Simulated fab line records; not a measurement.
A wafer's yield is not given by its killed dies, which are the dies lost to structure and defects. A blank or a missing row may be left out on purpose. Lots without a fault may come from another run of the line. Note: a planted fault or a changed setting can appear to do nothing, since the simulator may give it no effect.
Which tool did it? || flow rit-cmos || 39 wafers from 13 lots sampled at 2 of the route's 202 steps

## WHAT EACH GAUGE READ, for each wafer
The record lacks any reading of a measuring or inspecting step that a usual standard deviation could be used to judge.

## EACH LOT AND THE TOOL THAT RAN IT (in order: tool; ch and the chambers of the sampled wafers; start)
{"lot": "L704", "RIT_M1_ANNEAL_15": "furnace-02 ch 0, day 3 19:38", "RIT_M1_PROBE_99": "prober-02, day 3 21:18"}
{"lot": "L706", "RIT_M1_ANNEAL_15": "furnace-02 ch 0, day 4 08:00", "RIT_M1_PROBE_99": "prober-02, day 4 09:37"}
{"lot": "L707", "RIT_M1_ANNEAL_15": "furnace-02 ch 0, day 4 10:49", "RIT_M1_PROBE_99": "prober-01, day 4 12:26"}
{"lot": "L709", "RIT_M1_ANNEAL_15": "furnace-02 ch 0, day 4 18:23", "RIT_M1_PROBE_99": "prober-01, day 4 20:04"}
{"lot": "L710", "RIT_M1_ANNEAL_15": "furnace-02 ch 0, day 4 21:59", "RIT_M1_PROBE_99": "prober-02, day 4 23:46"}
{"lot": "L711", "RIT_M1_ANNEAL_15": "furnace-02 ch 0, day 5 05:28", "RIT_M1_PROBE_99": "prober-01, day 5 07:11"}
{"lot": "L713", "RIT_M1_ANNEAL_15": "furnace-02 ch 0, day 5 12:01", "RIT_M1_PROBE_99": "prober-01, day 5 13:38"}
{"lot": "L714", "RIT_M1_ANNEAL_15": "furnace-02 ch 0, day 5 19:25", "RIT_M1_PROBE_99": "prober-02, day 5 21:02"}
{"lot": "L718", "RIT_M1_ANNEAL_15": "furnace-02 ch 0, day 6 16:55", "RIT_M1_PROBE_99": "prober-02, day 6 18:38"}
{"lot": "L720", "RIT_M1_ANNEAL_15": "furnace-02, day 7 02:41", "RIT_M1_PROBE_99": "prober-02, day 7 04:24"}
{"lot": "L722", "RIT_M1_ANNEAL_15": "furnace-02 ch 0, day 7 09:55", "RIT_M1_PROBE_99": "prober-02, day 7 11:38"}
{"lot": "L724", "RIT_M1_ANNEAL_15": "furnace-02 ch 0, day 7 22:48", "RIT_M1_PROBE_99": "prober-02, day 8 00:25"}
{"lot": "L726", "RIT_M1_ANNEAL_15": "furnace-02 ch 0, day 8 07:48", "RIT_M1_PROBE_99": "prober-02, day 8 09:25"}
- RIT_M1_ANNEAL_15: time 1800 s.
- RIT_M1_PROBE_99

## WHAT THE TOOLS THEMSELVES READ (means of the sampled wafers that have a number; where no wafer has one, the mark that the record gives instead)
RIT_M1_ANNEAL_15. Usual: spike-tc-centre-C 448.1 C, standard deviation 0.93; spike-tc-load-C 468.4 C, standard deviation 1.
{"lot": "L704", "tool": "furnace-02", "spike-tc-centre-C (C)": 448.2, "spike-tc-load-C (C)": 468.0, "flag": ""}
{"lot": "L706", "tool": "furnace-02", "spike-tc-centre-C (C)": 447.6, "spike-tc-load-C (C)": 468.5, "flag": ""}
{"lot": "L707", "tool": "furnace-02", "spike-tc-centre-C (C)": 448.6, "spike-tc-load-C (C)": 468.8, "flag": ""}
{"lot": "L709", "tool": "furnace-02", "spike-tc-centre-C (C)": 448.2, "spike-tc-load-C (C)": 468.7, "flag": ""}
{"lot": "L710", "tool": "furnace-02", "spike-tc-centre-C (C)": 447.3, "spike-tc-load-C (C)": 469.0, "flag": ""}
{"lot": "L711", "tool": "furnace-02", "spike-tc-centre-C (C)": 447.2, "spike-tc-load-C (C)": 468.6, "flag": ""}
{"lot": "L713", "tool": "furnace-02", "spike-tc-centre-C (C)": 448.1, "spike-tc-load-C (C)": 468.5, "flag": ""}
{"lot": "L714", "tool": "furnace-02", "spike-tc-centre-C (C)": 448.3, "spike-tc-load-C (C)": 468.5, "flag": ""}
{"lot": "L718", "tool": "furnace-02", "spike-tc-centre-C (C)": 448.3, "spike-tc-load-C (C)": 467.4, "flag": ""}
{"lot": "L720", "tool": "furnace-02", "spike-tc-centre-C (C)": "-", "spike-tc-load-C (C)": "-", "flag": "OFF"}
{"lot": "L722", "tool": "furnace-02", "spike-tc-centre-C (C)": 448.8, "spike-tc-load-C (C)": 467.7, "flag": ""}
{"lot": "L724", "tool": "furnace-02", "spike-tc-centre-C (C)": 447.6, "spike-tc-load-C (C)": 468.5, "flag": ""}
{"lot": "L726", "tool": "furnace-02", "spike-tc-centre-C (C)": 448.6, "spike-tc-load-C (C)": 468.7, "flag": ""}

RIT_M1_PROBE_99. Usual: killed-at-contacts 0.0, standard deviation 0.22; killed-at-front-end 7, standard deviation 3; killed-dies 7, standard deviation 3.1; killed-on-rim 1.8, standard deviation 1.4; killed-open 3.4, standard deviation 2.1; killed-short 3.4, standard deviation 2.
{"lot": "L704", "tool": "prober-02", "killed-at-contacts": 0.3, "killed-at-front-end": 5, "killed-dies": 5, "killed-on-rim": 0.7, "killed-open": 3.3, "killed-short": 2.0, "flag": ""}
{"lot": "L706", "tool": "prober-02", "killed-at-contacts": 0.0, "killed-at-front-end": 6, "killed-dies": 6, "killed-on-rim": 1.3, "killed-open": 1.7, "killed-short": 3.7, "flag": ""}
{"lot": "L707", "tool": "prober-01", "killed-at-contacts": 0.0, "killed-at-front-end": 7, "killed-dies": 7, "killed-on-rim": 1.3, "killed-open": 2.3, "killed-short": 4.7, "flag": ""}
{"lot": "L709", "tool": "prober-01", "killed-at-contacts": 0.0, "killed-at-front-end": 9, "killed-dies": 9, "killed-on-rim": 4.3, "killed-open": 5.3, "killed-short": 3.7, "flag": ""}
{"lot": "L710", "tool": "prober-02", "killed-at-contacts": 0.0, "killed-at-front-end": 11, "killed-dies": 11, "killed-on-rim": 2.3, "killed-open": 5.3, "killed-short": 5.3, "flag": ""}
{"lot": "L711", "tool": "prober-01", "killed-at-contacts": 0.0, "killed-at-front-end": 5, "killed-dies": 5, "killed-on-rim": 1.3, "killed-open": 3.3, "killed-short": 1.7, "flag": ""}
{"lot": "L713", "tool": "prober-01", "killed-at-contacts": 0.0, "killed-at-front-end": 8, "killed-dies": 8, "killed-on-rim": 2.7, "killed-open": 5.0, "killed-short": 3.3, "flag": ""}
{"lot": "L714", "tool": "prober-02", "killed-at-contacts": 0.0, "killed-at-front-end": 7, "killed-dies": 7, "killed-on-rim": 2.3, "killed-open": 3.3, "killed-short": 3.7, "flag": ""}
{"lot": "L718", "tool": "prober-02", "killed-at-contacts": 0.0, "killed-at-front-end": 8, "killed-dies": 8, "killed-on-rim": 2.0, "killed-open": 5.0, "killed-short": 3.0, "flag": ""}
{"lot": "L720", "tool": "prober-02", "killed-at-contacts": 53.7, "killed-at-front-end": 8, "killed-dies": 61, "killed-on-rim": 35.0, "killed-open": 4.3, "killed-short": 3.7, "flag": "OFF"}
{"lot": "L722", "tool": "prober-02", "killed-at-contacts": 0.0, "killed-at-front-end": 6, "killed-dies": 6, "killed-on-rim": 1.7, "killed-open": 4.0, "killed-short": 1.7, "flag": ""}
{"lot": "L724", "tool": "prober-02", "killed-at-contacts": 0.0, "killed-at-front-end": 12, "killed-dies": 12, "killed-on-rim": 2.7, "killed-open": 5.7, "killed-short": 6.0, "flag": ""}
{"lot": "L726", "tool": "prober-02", "killed-at-contacts": 0.0, "killed-at-front-end": 7, "killed-dies": 7, "killed-on-rim": 1.7, "killed-open": 2.7, "killed-short": 4.3, "flag": ""}

## THE ANSWER, worked out from the rows above alone
Rule: a lot counts as off when the mean over its wafers that have a number is more than 3 standard deviations away from the usual mean. A lot without any number at a reading at which 4 lots or more have one is off too. Any other lot the step has rows for is counted as sound. After the gauges, taken in route order, come the tools' own readings; for these a lot's mean is taken, as printed above. The first step at which some lot is off is used, and at that step the reading that is off furthest; a lot without a number counts as furthest.
Off: L720 (RIT_M1_ANNEAL_15, spike-tc-centre-C). Without a number there: L720.
A tool fits if, at that step or a process step before it, it ran every lot that is off, and no sound lot after the first of them. Not one of the candidates tried fits.

## WHAT THE SIMULATOR HAD INSERTED
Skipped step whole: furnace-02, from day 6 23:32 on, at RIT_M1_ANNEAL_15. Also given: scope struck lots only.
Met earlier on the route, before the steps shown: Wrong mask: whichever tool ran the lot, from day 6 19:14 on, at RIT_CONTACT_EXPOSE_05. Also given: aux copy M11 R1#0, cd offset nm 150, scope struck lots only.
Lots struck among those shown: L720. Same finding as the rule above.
